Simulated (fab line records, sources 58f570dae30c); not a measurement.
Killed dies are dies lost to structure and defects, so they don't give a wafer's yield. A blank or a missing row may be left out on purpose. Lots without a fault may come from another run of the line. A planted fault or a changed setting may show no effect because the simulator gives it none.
fab line records | flow berkeley_cmos170
record lots=14 wafers=42 last_day=11
route steps=331 shown NSD@195
lots that met no fault: from a run of the same line without faults
start_h: hours from the record's first day to the start of the lot's first wafer shown | wait_h: hours since the lot's step before | " the same as in the row above | L1.1+2: a row that stands for several wafers | - no value, or no start given | * or withheld: withheld | < > ~ a bound
route shown NAME@n: a module of which the file shows steps, and the number in the route of the first | usual: mean/standard deviation of fault-free wafers | same: alike in all rows | chamber/n: place in a boat | sites: the reading at each site | _std_site: their standard deviation | _edge_site: outer sites' mean less inner sites' | radius_mm: how far each site lies from the wafer's centre | mask NAME#n: copy n | behind: the tool/chamber that last shaped the wafer | hold: why the lot was held/for how many hours/how that ended | device: the transistor (n, p or np) that didn't switch | end of line: the same wafers' tests at the end of the route | a step without rows: its recipe alone | killed: dies lost to structure and defects at the first sort, not the wafer's yield | map: a wafer's dies, x killed, . not, _ none there
set.NAME: the setting as run; set.NAME@STEP: as run at that earlier step | model.NAME: the simulator's own value behind a step, which no gauge read
steps of the route over a sample of lots; a table a step, a row a wafer
services: from which hour (start_h, from the record's first day; less than 0 if before it) a tool's chamber was out of use, for how many hours, and why
## steps
# step UCB170_NSD_IMPLANT_08
# recipe species=P dose_cm2=3e+15 energy_kev=40 tilt_deg=7
# usual dose_ions_cm2=3.001e+15/3e+12 end_station_pressure_torr=1.25e-05/6.4e-07 faraday_current_uA=9262/170
# columns lot.wafer tool chamber start_h wait_h dose_ions_cm2 end_station_pressure_torr faraday_current_uA
L759.1 implanter-04 0 144.01 0.0 2.997e+15 1.3e-05 9337
L759.2 " 0 " " 2.999e+15 1.37e-05 9249
L759.4 " 0 " " 3.003e+15 1.18e-05 9319
L758.1 implanter-03 0 144.06 0.0 2.994e+15 1.2e-05 9581
L758.3 " 0 " " 2.996e+15 1.24e-05 9445
L758.5 " 0 " " 3.002e+15 1.22e-05 9268
L760.4 implanter-04 0 144.91 0.1 3.004e+15 1.31e-05 9381
L760.5 " 0 " " 3.003e+15 1.27e-05 9424
L760.6 " 0 " " 3.002e+15 1.29e-05 9352
L762.2 implanter-02 0 157.01 0.0 2.998e+15 1.18e-05 9325
L762.5 " 0 " " 3.001e+15 1.19e-05 9497
L762.6 " 0 " " 3.004e+15 1.27e-05 9251
L764.3 implanter-04 0 167.89 0.1 2.997e+15 1.29e-05 9391
L764.4 " 0 " " 3e+15 1.28e-05 9188
L764.5 " 0 " " 2.998e+15 1.3e-05 9251
L763.1 implanter-03 0 168.08 0.0 3.002e+15 1.26e-05 9510
L763.3 " 0 " " 3e+15 1.2e-05 9485
L763.5 " 0 " " 2.996e+15 1.35e-05 9160
L766.2 implanter-03 0 172.75 0.0 2.995e+15 1.3e-05 9276
L766.3 " 0 " " 2.992e+15 1.28e-05 8802
L766.6 " 0 " " 3e+15 1.25e-05 9487
L769.1 implanter-04 0 202.13 0.0 2.997e+15 1.15e-05 9443
L769.2 " 0 " " 3.005e+15 1.25e-05 9026
L769.4 " 0 " " 3.002e+15 1.31e-05 9651
L772.1 implanter-02 0 212.72 0.0 3.004e+15 1.21e-05 9378
L772.2 " 0 " " 2.999e+15 1.29e-05 9113
L772.3 " 0 " " 3e+15 1.25e-05 9322
L771.1 implanter-04 0 212.96 0.0 1.198e+15 7.9e-06 3744
L771.2 " 0 " " 1.199e+15 7.6e-06 3707
L771.6 " 0 " " 1.202e+15 8e-06 3654
L770.2 implanter-04 0 213.30 0.0 1.196e+15 7.6e-06 3788
L770.4 " 0 " " 1.199e+15 8.7e-06 3691
L770.6 " 0 " " 1.199e+15 7e-06 3729
L777.2 implanter-02 0 216.08 0.0 3.002e+15 1.28e-05 9546
L777.3 " 0 " " 3.001e+15 1.25e-05 9486
L777.4 " 0 " " 3.005e+15 1.32e-05 9195
L775.1 implanter-02 0 225.23 0.0 3.001e+15 1.13e-05 8970
L775.2 " 0 " " 3.007e+15 1.25e-05 9527
L775.5 " 0 " " 2.997e+15 1.34e-05 9200
L780.2 implanter-03 0 248.68 0.0 3.002e+15 1.25e-05 9434
L780.5 " 0 " " 3e+15 1.42e-05 9376
L780.6 " 0 " " 3e+15 1.26e-05 9284
# step UCB170_NSD_STRIP_09
# recipe chemistry=O2 power_w=400 pressure_mtorr=3500 platen_temp_c=withheld o2_flow_sccm=400 overash_fraction=0.5
# usual drypump_motor_current_A=5.4/0.43 oes_product_au=0.534/0.0048 strip_time_to_endpoint_s=35.85/0.068
# columns lot.wafer tool chamber start_h wait_h drypump_motor_current_A oes_product_au rf_hours_counter_h strip_time_to_endpoint_s
L759.1 plasma_asher-02 1 144.16 0.1 5.5 0.535 42 35.85
L759.2 " 0 " " 5.7 0.535 42 35.92
L759.4 " 1 " " 5.6 0.542 - 35.92
L758.1 plasma_asher-03 1 144.21 0.1 5.6 0.532 33 35.80
L758.3 " 1 " " 5.7 0.539 - 35.85
L758.5 " 1 " " 5.6 0.534 - 35.76
L760.4 plasma_asher-04 0 145.02 0.1 4.8 0.539 - 35.95
L760.5 " 0 " " 4.8 0.537 - 35.92
L760.6 " 1 " " 5.9 0.541 - 35.95
L762.2 plasma_asher-03 1 157.13 0.1 5.6 0.534 35 35.80
L762.5 " 0 " " 4.9 0.537 - 35.76
L762.6 " 1 " " 5.6 0.533 - 35.81
L764.3 plasma_asher-02 0 168.02 0.1 5.7 0.533 - 35.81
L764.4 " 1 " " 5.6 0.539 - 35.91
L764.5 " 0 " " 5.7 0.537 - 35.86
L763.1 plasma_asher-04 1 168.23 0.1 5.9 0.529 49 35.86
L763.3 " 1 " " 5.9 0.532 - 35.91
L763.5 " 0 " " 4.8 0.528 - 35.86
L766.2 plasma_asher-03 1 172.87 0.1 5.6 0.548 37 35.94
L766.3 " 1 " " 5.7 0.530 - 35.84
L766.6 " 0 " " 4.8 0.528 - 35.92
L769.1 plasma_asher-04 0 202.28 0.1 4.8 0.529 52 35.80
L769.2 " 1 " " 5.9 0.530 52 35.79
L769.4 " 1 " " 5.9 0.529 - 35.84
L772.1 plasma_asher-02 0 212.87 0.1 5.7 0.528 50 35.91
L772.2 " 1 " " 5.6 0.533 50 35.92
L772.3 " 0 " " 5.7 0.528 - 35.94
L771.1 plasma_asher-04 0 213.11 0.1 4.8 0.626 54 27.78
L771.2 " 1 " " 5.9 0.606 54 27.91
L771.6 " 0 " " 4.8 0.623 - 27.80
L770.2 plasma_asher-04 1 213.42 0.1 5.9 0.624 54 27.84
L770.4 " 1 " " 5.9 0.625 - 27.85
L770.6 " 1 " " 5.9 0.618 - 27.78
L777.2 plasma_asher-02 1 216.21 0.1 5.6 0.533 50 35.69
L777.3 " 1 " " 5.6 0.528 - 35.77
L777.4 " 0 " " 5.7 0.538 - 35.76
L775.1 plasma_asher-03 1 225.38 0.1 5.7 0.538 42 35.79
L775.2 " 0 " " 4.9 0.540 42 35.77
L775.5 " 0 " " 4.9 0.542 - 35.80
L780.2 plasma_asher-02 0 248.80 0.1 5.7 0.528 54 35.96
L780.5 " 1 " " 5.6 0.539 - 35.97
L780.6 " 0 " " 5.7 0.533 - 35.97
# step UCB170_NSD_TW_MEAS_10
# usual NSD_TW=4188/36
# columns lot.wafer tool chamber start_h wait_h NSD_TW
L759.1 film_metro-04 - 144.26 0.1 4153
L759.2 " - " " 4153
L759.4 " - " " 4187
L758.1 film_metro-02 - 144.31 0.1 4251
L758.3 " - " " 4214
L758.5 " - " " 4227
L760.4 film_metro-04 - 145.14 0.1 4146
L760.5 " - " " 4170
L760.6 " - " " 4176
L762.2 film_metro-01 - 157.24 0.1 4165
L762.5 " - " " 4168
L762.6 " - " " 4185
L764.3 film_metro-02 - 168.11 0.1 4228
L764.4 " - " " 4218
L764.5 " - " " 4236
L763.1 film_metro-04 - 168.34 0.1 4143
L763.3 " - " " 4140
L763.5 " - " " 4145
L766.2 film_metro-02 - 172.98 0.1 4196
L766.3 " - " " 4221
L766.6 " - " " 4215
L769.1 film_metro-02 - 202.38 0.1 4224
L769.2 " - " " 4234
L769.4 " - " " 4221
L772.1 film_metro-04 - 212.97 0.1 4138
L772.2 " - " " 4148
L772.3 " - " " 4154
L771.1 film_metro-01 - 213.21 0.1 3697
L771.2 " - " " 3680
L771.6 " - " " 3702
L770.2 film_metro-01 - 213.53 0.1 3684
L770.4 " - " " 3681
L770.6 " - " " 3690
L777.2 film_metro-01 - 216.32 0.1 4193
L777.3 " - " " 4167
L777.4 " - " " 4181
L775.1 film_metro-02 - 225.48 0.1 4232
L775.2 " - " " 4193
L775.5 " - " " 4198
L780.2 film_metro-01 - 248.91 0.1 4167
L780.5 " - " " 4182
L780.6 " - " " 4201
# step UCB170_SDANNEAL_RS_MEAS_03
# recipe thk_meas_gauge=four-point-probe
# usual NSD_RS=37.24/0.097
# columns lot.wafer tool chamber start_h wait_h NSD_RS[ohm/sq]
L759.1 film_metro-04 - 145.77 0.1 37.34
L759.2 " - " " 37.34
L759.4 " - " " 37.35
L758.1 film_metro-01 - 146.08 0.1 37.25
L758.3 " - " " 37.09
L758.5 " - " " 37.08
L760.4 film_metro-01 - 146.88 0.1 37.15
L760.5 " - " " 37.17
L760.6 " - " " 37.05
L762.2 film_metro-01 - 158.69 0.1 37.28
L762.5 " - " " 37.25
L762.6 " - " " 37.25
L763.1 film_metro-04 - 170.01 0.1 37.12
L763.3 " - " " 37.03
L763.5 " - " " 37.00
L764.3 film_metro-01 - 170.25 0.1 37.22
L764.4 " - " " 37.37
L764.5 " - " " 37.29
L766.2 film_metro-01 - 174.39 0.1 37.07
L766.3 " - " " 37.25
L766.6 " - " " 37.12
L769.1 film_metro-04 - 203.59 0.1 37.26
L769.2 " - " " 37.23
L769.4 " - " " 37.12
L772.1 film_metro-01 - 214.49 0.1 37.07
L772.2 " - " " 37.00
L772.3 " - " " 37.06
L771.1 film_metro-02 - 215.06 0.1 68.97
L771.2 " - " " 68.55
L771.6 " - " " 68.94
L770.2 film_metro-04 - 215.50 0.1 68.81
L770.4 " - " " 68.54
L770.6 " - " " 68.66
L777.2 film_metro-04 - 217.79 0.1 37.26
L777.3 " - " " 37.28
L777.4 " - " " 37.28
L775.1 film_metro-04 - 226.68 0.1 37.20
L775.2 " - " " 37.35
L775.5 " - " " 37.15
L780.2 film_metro-04 - 250.13 0.1 37.27
L780.5 " - " " 37.20
L780.6 " - " " 37.18
## services
# columns tool chamber start_h hours kind
implanter-02 - 162.69 15.0 pm
implanter-04 - 183.02 1.8 repair
implanter-02 - 190.55 6.3 repair
implanter-03 - 217.24 12.2 pm
implanter-02 - 220.43 4.4 repair
implanter-03 - 239.18 1.3 repair
## key
first_sign step=UCB170_NSD_IMPLANT_08 reading=dose_ions_cm2 direction=down sigmas=99+ usual=3.001e+15 struck=1.199e+15
effect step=UCB170_NSD_IMPLANT_08 reading=faraday_current_uA direction=down sigmas=34 usual=9262 struck=3719
effect step=UCB170_NSD_STRIP_09 reading=strip_time_to_endpoint_s direction=down sigmas=99+ usual=* struck=*
effect step=UCB170_NSD_TW_MEAS_10 reading=NSD_TW direction=down sigmas=14 usual=4188 struck=3689
effect step=UCB170_SDANNEAL_RS_MEAS_03 reading=NSD_RS direction=up sigmas=99+ usual=37.24 struck=68.75
met_at UCB170_NSD_IMPLANT_08
struck_lots L770,L771
tester_left_out L770,L771
onset_between 202.13 212.96
fault kind=process_parameter_drift tool=implanter-04 chamber=- onset_h=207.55 steps=UCB170_NSD_IMPLANT_08 channel=dose_cm2 offset=-1.8e+15 shape=step end_h=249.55 acts_in=these_recipes_only stated=3e+15
# tester_left_out: of these lots the tester's yield and bins aren't shown, on N5 and GAA mostly nor the transistor test; their killed dies are dies lost to structure and defects alone, not to doping, threshold or leakage, so they don't give the yield
